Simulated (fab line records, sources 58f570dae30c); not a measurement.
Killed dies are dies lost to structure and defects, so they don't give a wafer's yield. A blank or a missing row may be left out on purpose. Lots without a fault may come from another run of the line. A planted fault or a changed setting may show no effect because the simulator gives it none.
Which tool did it? | flow berkeley_cmos170 | 14 lots, 42 wafers sampled, at 1 step of a route of 331

WHAT THE GAUGES READ, wafer by wafer
The record holds no reading of a measuring or inspecting step that can be judged against a usual standard deviation.

WHICH TOOL RAN EACH LOT (tool, then ch and the chambers of the sampled wafers, then the start)
lot  | UCB170_M2_ETCH_17
L671 | rie_diel-01 ch 2,3, day 8 09:39
L673 | rie_diel-04 ch 0,2,3, day 8 19:58
L672 | rie_diel-01 ch 1,2,3, day 8 23:22
L676 | rie_diel-04 ch 2,3, day 9 19:19
L682 | rie_diel-01 ch 1,3, day 10 05:04
L681 | rie_diel-04 ch 0,2,3, day 10 07:14
L680 | rie_diel-01 ch 1,3, day 10 07:17
L684 | rie_diel-03 ch 0,1, day 11 07:06
L689 | rie_diel-04 ch 1,3, day 11 22:53
L688 | rie_diel-04 ch 0,1,3, day 12 02:36
L690 | rie_diel-03 ch 1,3, day 12 13:30
L692 | rie_diel-03 ch 0,1,3, day 12 14:13
L693 | rie_diel-04 ch 0,1,3, day 12 14:42
L694 | rie_diel-03 ch 0,2,3, day 13 16:51
- UCB170_M2_ETCH_17: etches BARC in N2/H2.

WHAT THE TOOLS THEMSELVES READ (means of the sampled wafers that have a number; where no wafer has one, the mark that the record gives instead)
UCB170_M2_ETCH_17. Usual: drypump_motor_current_A 5.62 A, standard deviation 0.26; oes_product_au 1.016 a.u., standard deviation 0.022; throttle_valve_pct 13.28 %, standard deviation 0.12.
lot  | tool        | drypump_motor_current_A (A) | oes_product_au (a.u.) | throttle_valve_pct (%) | flag
L671 | rie_diel-01 | 5.54                        | 1.009                 | 13.20                  |
L673 | rie_diel-04 | 5.79                        | 1.013                 | 13.32                  |
L672 | rie_diel-01 | 5.59                        | 1.011                 | 13.21                  |
L676 | rie_diel-04 | 5.60                        | 1.025                 | 13.35                  |
L682 | rie_diel-01 | 5.60                        | 0.776                 | 13.20                  | OFF
L681 | rie_diel-04 | 5.78                        | 1.021                 | 13.32                  |
L680 | rie_diel-01 | 5.53                        | 0.781                 | 13.27                  | OFF
L684 | rie_diel-03 | 5.40                        | 1.005                 | 13.33                  |
L689 | rie_diel-04 | 5.74                        | 1.027                 | 13.33                  |
L688 | rie_diel-04 | 5.76                        | 1.023                 | 13.31                  |
L690 | rie_diel-03 | 5.31                        | 1.025                 | 13.24                  |
L692 | rie_diel-03 | 5.51                        | 1.008                 | 13.24                  |
L693 | rie_diel-04 | 5.74                        | 1.025                 | 13.31                  |
L694 | rie_diel-03 | 5.68                        | 1.015                 | 13.22                  |

THE ANSWER, worked out from the rows above alone
Rule: a lot is off if the mean of its wafers that have a number lies more than 3 standard deviations from the usual mean. A lot without any number at a reading at which 4 lots or more have one is off too. The other lots that the step has rows for count as sound. The gauges are gone through in route order, then the tools' own readings, and for those a lot's mean is taken as printed above. The first step at which some lot is off is used, and at that step the reading that is off furthest; a lot without a number counts as furthest.
Off: L682, L680, at UCB170_M2_ETCH_17 (oes_product_au).
A tool fits if, at that step or a process step before it, it ran every lot that is off, and no sound lot after the first of them. One fits: rie_diel-01 at UCB170_M2_ETCH_17. Its last sound lot is L672 (day 8 23:22), its first lot that is off L682 (day 10 05:04): a fault that began between those two fits.
The tool's own readings at UCB170_M2_ETCH_17 bear it out: on the lots that are off they differ by more than 5 times the standard deviation of the sound lots' means. oes_product_au reads 0.778 a.u. there against 1.017 a.u. on the sound lots.

WHAT THE SIMULATOR HAD PUT IN
Process parameter drift: rie_diel-01, from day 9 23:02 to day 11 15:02, at UCB170_M2_ETCH_17. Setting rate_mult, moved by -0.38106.
Lots struck among those shown: L682, L680. The rule above found the same.
